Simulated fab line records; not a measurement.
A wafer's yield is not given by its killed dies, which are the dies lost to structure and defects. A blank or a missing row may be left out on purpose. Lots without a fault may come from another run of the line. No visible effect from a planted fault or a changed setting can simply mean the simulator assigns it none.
A single fault, viewed from 2 desks / flow berkeleyCmos170 / numbers are kept per desk, each desk with only its own; the story behind them comes last

== FOR THE TOOL OWNER'S DESK: pvdSputter-01 ==
The tool's own readings at UCB170_M2_SPUTTER_01 (material Al, target thk 900 nm, time 120 s): means of the sampled wafers that have a number, for each lot that ran on this tool. Marked OUT: a lot whose mean sits more than 4 standard deviations from the usual mean, which makes it out of limits; the brackets give that distance.
Columns: A = cathodeDcPowerW at UCB170_M2_SPUTTER_01, usual 5999.9 W; B = throttleValvePct at UCB170_M2_SPUTTER_01, usual 29.9 %
lot=L936; first seen here=day 8 02:16; A=6000.0; B=30.0
lot=L940; first seen here=day 8 12:15; A=6000.4; B=30.1
lot=L946; first seen here=day 9 14:31; A=5999.4; B=30.8
lot=L949; first seen here=day 10 07:19; A=6001.2; B=30.8
lot=L951; first seen here=day 10 13:23; A=6001.4; B=30.1
lot=L955; first seen here=day 11 17:36; A=5999.1; B=30.2
lot=L956; first seen here=day 11 18:19; A=6000.0; B=30.5
Result from this desk: across the 7 lots, nothing is out of limits.

== METROLOGY DESK ==
Lot by lot, what the gauges showed, no matter which tool ran the lot: averages of those sampled wafers that carry a number. Marked OUT: a lot whose mean sits more than 4 standard deviations from the usual mean, which makes it out of limits; the brackets give that distance.
Columns: A = M2_AL_RS at UCB170_M2_RS_MEAS_02, usual 0.0322 ohm/sq; B = M2_AL_THK at UCB170_M2_THK_MEAS_03, usual 882 nm; C = M2_OVL at UCB170_M2_OVL_MEAS_16, usual 0 nm
lot=L936; first seen here=day 8 02:22; A=0.0319; B=888; C=-6
lot=L940; first seen here=day 8 12:21; A=0.0319; B=890; C=-2
lot=L942; first seen here=day 8 12:50; A=0.0324; B=873; C=-1
lot=L941; first seen here=day 8 16:26; A=0.0319; B=888; C=-6
lot=L945; first seen here=day 9 01:38; A=0.0325; B=870; C=-2
lot=L944; first seen here=day 9 01:46; A=0.0321; B=891; C=5
lot=L946; first seen here=day 9 14:36; A=0.0320; B=884; C=2
lot=L947; first seen here=day 9 14:58; A=0.0322; B=880; C=-4
lot=L950; first seen here=day 10 07:10; A=0.0326; B=871; C=-2
lot=L949; first seen here=day 10 07:24; A=0.0323; B=881; C=-12
lot=L951; first seen here=day 10 13:28; A=0.0316; B=901; C=1
lot=L953; first seen here=day 10 13:43; A=0.0326; B=868; C=0
lot=L955; first seen here=day 11 17:41; A=0.0237 (-24) OUT; B=1182 (+30) OUT; C=4
lot=L956; first seen here=day 11 18:26; A=0.0238 (-23) OUT; B=1188 (+31) OUT; C=-6
This desk's finding: out of limits on L955, L956; first on L955, day 11 17:41 (M2_AL_RS at UCB170_M2_RS_MEAS_02). L936, L940, L942, L941, L945, L944, L946, L947, L950, L949, L951, L953 stayed within limits.

== TAKEN TOGETHER ==
On L955, L956, the metrology desk was in a position to raise an alarm at day 11 17:41.
The tool owner's desk saw nothing out of limits.
Tool owner's desk: L955, L956 on record, inside its limits.
On pvdSputter-01, each named lot ran UCB170_M2_SPUTTER_01.

== WHAT WAS PUT IN BY THE SIMULATOR ==
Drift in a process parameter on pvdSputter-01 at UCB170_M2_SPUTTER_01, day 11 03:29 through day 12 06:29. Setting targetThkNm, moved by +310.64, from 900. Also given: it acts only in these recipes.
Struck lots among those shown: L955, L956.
Time in hours between the start of the fault and the first out-of-limits reading at each desk: metrology desk, 14.
